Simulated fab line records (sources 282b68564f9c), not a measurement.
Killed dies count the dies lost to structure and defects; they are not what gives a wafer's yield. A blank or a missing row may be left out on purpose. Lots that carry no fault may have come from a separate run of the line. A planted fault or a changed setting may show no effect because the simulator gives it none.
fab line records | flow ritCmos | part 2 of 2: steps 36 to 49 of 49
record: lots: 5 wafers: 15 lastDay: 8
route steps=202 shown FOX1@22 FOX2@23 NWELL@28 PWELL@39 WELLDRIVE@50 NRETRO@53 PRETRO@64
lots with no fault: from the same line, run without faults
startH: start of the lot's first displayed wafer, in hours after the record's first day | waitH: hours from the lot's prior step to this one | " repeats the value in the row above | L1.1+2: several wafers, shown together as one row | - no value, or no start was given | * or withheld: withheld | < > ~ a bound
route shown NAME@n: a module of which the file shows steps, and the number in the route of the first | usual: mean/standard deviation of fault-free wafers | same: alike in all rows | chamber/n: place in a boat | sites: per-site readings | _std_site: how widely they spread, as a standard deviation | _edge_site: the outer-site mean with the inner-site mean subtracted | radiusMm: for every site, how far away it sits from the centre of the wafer | mask NAME#n: copy n | behind: the last tool/chamber to shape the wafer | hold: reason for holding the lot/hours on hold/outcome of the hold | device: transistor that didn't switch, given as n, p or np | end of line: tests run on the same wafers once the route is complete | where a step has no rows: the recipe by itself | killed: not the wafer's yield, but the dies lost to structure and defects at the first sort | map: a wafer's dies, marking killed ones x, the rest . and places with no die _
set.NAME: the setting as run; set.NAME@STEP: as run at that earlier step | model.NAME: the simulator's own value behind a step, which no gauge read
certain route steps with their lots: each step a table, each wafer a row
services: from which hour (startH, from the record's first day; less than 0 if before it) a tool's chamber was out of use, for how many hours, and why
== steps ==
step: RIT_NRETRO_PEB_04
recipe: resist: NOVOLAK tempC: withheld timeS: withheld
columns lot.wafer tool chamber startH waitH
L076.1+4+5 lithoTrack-02 0 39.61 0.5
L080.3+4+5 lithoTrack-02 0 60.70 0.2
L084.1+2+4 lithoTrack-01 0 82.15 0.1
L094.1+2+6 lithoTrack-02 0 135.22 0.1
L097.1+3+5 lithoTrack-02 0 153.44 0.1
step: RIT_NRETRO_DEVELOP_05
recipe: resist: NOVOLAK developTimeS: 68 devTempC: 23
columns lot.wafer tool chamber startH waitH
L076.1+4+5 lithoTrack-02 0 - -
L080.3+4+5 lithoTrack-02 0 - -
L084.1+2+4 lithoTrack-01 0 - -
L094.1+2+6 lithoTrack-02 0 - -
L097.1+3+5 lithoTrack-02 0 - -
step: RIT_NRETRO_OVL_MEAS_06
usual: NRETRO_OVL: -1.4/1.5
columns lot.wafer tool chamber startH waitH NRETRO_OVL[nm]
L076.1 overlay-01 - 39.93 - -2.3
L076.4 " - " " -1.0
L076.5 " - " " -2.3
L080.3 overlay-02 - 60.98 - -0.2
L080.4 " - " " -0.3
L080.5 " - " " -1.8
L084.1 overlay-01 - 82.46 - -3.3
L084.2 " - " " -1.8
L084.4 " - " " -3.0
L094.1 overlay-02 - 135.53 - -2.4
L094.2 " - " " 0.3
L094.6 " - " " -0.4
L097.1 overlay-02 - 153.76 - -2.1
L097.3 " - " " -2.9
L097.5 " - " " -3.3
step: RIT_NRETRO_HARDBAKE_07
recipe: resist: NOVOLAK tempC: 140 timeS: 120
columns lot.wafer tool chamber startH waitH
L076.1+4+5 lithoTrack-02 0 39.96 0.0
L080.3+4+5 lithoTrack-01 0 61.09 0.1
L084.1+2+4 lithoTrack-04 0 82.50 0.0
L094.1+2+6 lithoTrack-04 0 135.57 0.0
L097.1+3+5 lithoTrack-02 0 153.79 0.0
step: RIT_NRETRO_IMPLANT_08
recipe: species: P energyKev: 70 doseCm2: 1e+13 tiltDeg: 7
columns lot.wafer tool chamber startH waitH
L076.1+4+5 implanter-04 0 40.21 0.2
L080.3+4+5 implanter-02 0 61.30 0.2
L084.1+2+4 implanter-03 0 82.75 0.2
L094.1+2+6 implanter-02 0 135.82 0.2
L097.1+3+5 implanter-02 0 154.04 0.2
step: RIT_NRETRO_STRIP_09
recipe: chemistry: O2 timeS: 180 resist: NOVOLAK platenTempC: withheld powerW: 500 pressureMtorr: 4000 o2FlowSccm: 4000
usual: drypumpMotorCurrentA: 5.4/0.34
columns lot.wafer tool chamber startH waitH drypumpMotorCurrentA rfHoursCounterH
L076.1 plasmaAsher-04 0 40.36 0.1 5.3 43
L076.4 " 1 " " 5.9 -
L076.5 " 0 " " 5.3 -
L080.3 plasmaAsher-04 0 61.46 0.1 5.3 -
L080.4 " 1 " " 5.9 -
L080.5 " 1 " " 5.9 -
L084.1 plasmaAsher-01 1 82.90 0.1 4.9 36
L084.2 " 0 " " 5.3 36
L084.4 " 1 " " 4.9 -
L094.1 plasmaAsher-03 1 135.97 0.1 5.2 34
L094.2 " 0 " " 5.8 34
L094.6 " 0 " " 5.8 -
L097.1 plasmaAsher-04 1 154.19 0.1 5.9 55
L097.3 " 0 " " 5.3 -
L097.5 " 0 " " 5.3 -
step: RIT_NRETRO_TW_MEAS_10
usual: NRETRO_TW: 1051/9.5
columns lot.wafer tool chamber startH waitH NRETRO_TW
L076.1 filmMetro-04 - 40.54 0.1 1054
L076.4 " - " " 1048
L076.5 " - " " 1056
L080.3 filmMetro-04 - 61.60 0.1 1044
L080.4 " - " " 1043
L080.5 " - " " 1040
L084.1 filmMetro-01 - 83.08 0.1 1045
L084.2 " - " " 1049
L084.4 " - " " 1039
L094.1 filmMetro-01 - 136.14 0.1 1043
L094.2 " - " " 1044
L094.6 " - " " 1045
L097.1 filmMetro-01 - 154.37 0.1 1047
L097.3 " - " " 1046
L097.5 " - " " 1049
step: RIT_PRETRO_HMDS_00
recipe: primeTimeS: 60 primeTempC: 140
columns lot.wafer tool chamber startH waitH
L076.1+4+5 lithoTrack-03 0 40.60 0.1
L080.3+4+5 lithoTrack-02 0 61.69 0.1
L084.1+2+4 lithoTrack-02 0 83.14 0.1
L094.1+2+6 lithoTrack-03 0 136.20 0.1
L097.1+3+5 lithoTrack-02 0 154.43 0.1
step: RIT_PRETRO_COAT_01
recipe: resist: NOVOLAK spinRpm: 2000 resistThkNm: 1300
columns lot.wafer tool chamber startH waitH
L076.1+4+5 lithoTrack-03 0 40.75 0.1
L080.3+4+5 lithoTrack-02 0 61.84 0.1
L084.1+2+4 lithoTrack-02 0 83.29 0.1
L094.1+2+6 lithoTrack-03 0 136.35 0.1
L097.1+3+5 lithoTrack-02 0 154.58 0.1
step: RIT_PRETRO_SOFTBAKE_02
recipe: resist: NOVOLAK tempC: 90 timeS: 60
columns lot.wafer tool chamber startH waitH
L076.1+4+5 lithoTrack-03 0 40.90 0.1
L080.3+4+5 lithoTrack-02 0 61.99 0.1
L084.1+2+4 lithoTrack-02 0 83.44 0.1
L094.1+2+6 lithoTrack-03 0 136.50 0.1
L097.1+3+5 lithoTrack-02 0 154.73 0.1
step: RIT_PRETRO_EXPOSE_03
recipe: maskId: M5 na: 0.57 targetCdNm: 43700 doseMj: 250
usual: reticleTempC: 23.03/0.1 stageVelMmS: 500.0/0.3
columns lot.wafer tool chamber startH waitH mask reticleTempC stageVelMmS
L076.1 ilineStepper-02 0 41.05 0.1 M5#0 23.08 499.8
L076.4 " 0 " " M5#0 23.22 500.0
L076.5 " 0 " " M5#0 23.08 499.2
L080.3 ilineStepper-01 0 62.27 0.3 M5#0 23.11 499.5
L080.4 " 0 " " M5#0 23.32 499.8
L080.5 " 0 " " M5#0 23.05 499.6
L084.1 ilineStepper-02 0 83.71 0.2 M5#0 23.06 500.0
L084.2 " 0 " " M5#0 22.90 499.8
L084.4 " 0 " " M5#0 22.91 500.2
L094.1 ilineStepper-02 0 136.78 0.2 M5#0 22.92 500.2
L094.2 " 0 " " M5#0 22.92 500.4
L094.6 " 0 " " M5#0 22.90 500.3
L097.1 ilineStepper-02 0 155.06 0.3 M5#0 23.08 500.1
L097.3 " 0 " " M5#0 23.06 499.7
L097.5 " 0 " " M5#0 23.15 499.9
step: RIT_PRETRO_PEB_04
recipe: resist: NOVOLAK tempC: withheld timeS: withheld
columns lot.wafer tool chamber startH waitH
L076.1+4+5 lithoTrack-04 0 41.16 0.1
L080.3+4+5 lithoTrack-02 0 62.40 0.1
L084.1+2+4 lithoTrack-04 0 83.83 0.1
L094.1+2+6 lithoTrack-02 0 136.90 0.1
L097.1+3+5 lithoTrack-03 0 155.29 0.2
step: RIT_PRETRO_DEVELOP_05
recipe: resist: NOVOLAK developTimeS: 68 devTempC: 23
columns lot.wafer tool chamber startH waitH
L076.1+4+5 lithoTrack-04 0 - -
L080.3+4+5 lithoTrack-02 0 - -
L084.1+2+4 lithoTrack-04 0 - -
L094.1+2+6 lithoTrack-02 0 - -
L097.1+3+5 lithoTrack-03 0 - -
step: RIT_PRETRO_OVL_MEAS_06
usual: PRETRO_OVL: 0.6/1.3
columns lot.wafer tool chamber startH waitH PRETRO_OVL[nm]
L076.1 overlay-02 - 41.48 - 3.6
L076.4 " - " " 2.7
L076.5 " - " " 2.6
L080.3 overlay-01 - 62.67 - -1.4
L080.4 " - " " -0.8
L080.5 " - " " 0.9
L084.1 overlay-01 - 84.14 - 0.9
L084.2 " - " " 1.3
L084.4 " - " " -0.5
L094.1 overlay-01 - 137.21 - 0.6
L094.2 " - " " 0.8
L094.6 " - " " 0.9
L097.1 overlay-02 - 155.60 - 0.7
L097.3 " - " " 0.6
L097.5 " - " " 1.7
== services ==
columns tool chamber startH hours kind
implanter-01 - 8.06 2.0 repair
ilineStepper-01 - 35.63 7.5 repair
plasmaAsher-03 - 54.35 4.3 repair
plasmaAsher-01 - 54.84 6.3 repair
furnace-01 - 59.65 2.8 pm
ilineStepper-02 - 60.80 1.7 pm
furnace-03 - 70.85 2.2 pm
ilineStepper-01 - 73.14 2.1 pm
ilineStepper-01 - 75.23 - consumableReplace:lamp
implanter-02 - 80.94 8.9 repair
furnace-03 - 85.52 3.0 pm
implanter-01 - 88.52 3.7 pm
implanter-03 - 94.88 2.2 repair
plasmaAsher-02 - 108.75 9.0 pm
plasmaAsher-02 0 108.75 9.0 ventCycle
plasmaAsher-02 1 108.75 9.0 ventCycle
implanter-03 - 112.20 2.0 pm
implanter-01 - 114.42 3.3 repair
plasmaAsher-02 0 117.75 - clean
ilineStepper-02 - 120.50 3.4 repair
implanter-03 - 122.91 56.3 pm
ilineStepper-01 - 140.96 1.7 pm
implanter-04 - 142.09 4.7 pm
implanter-01 - 146.74 3.3 pm
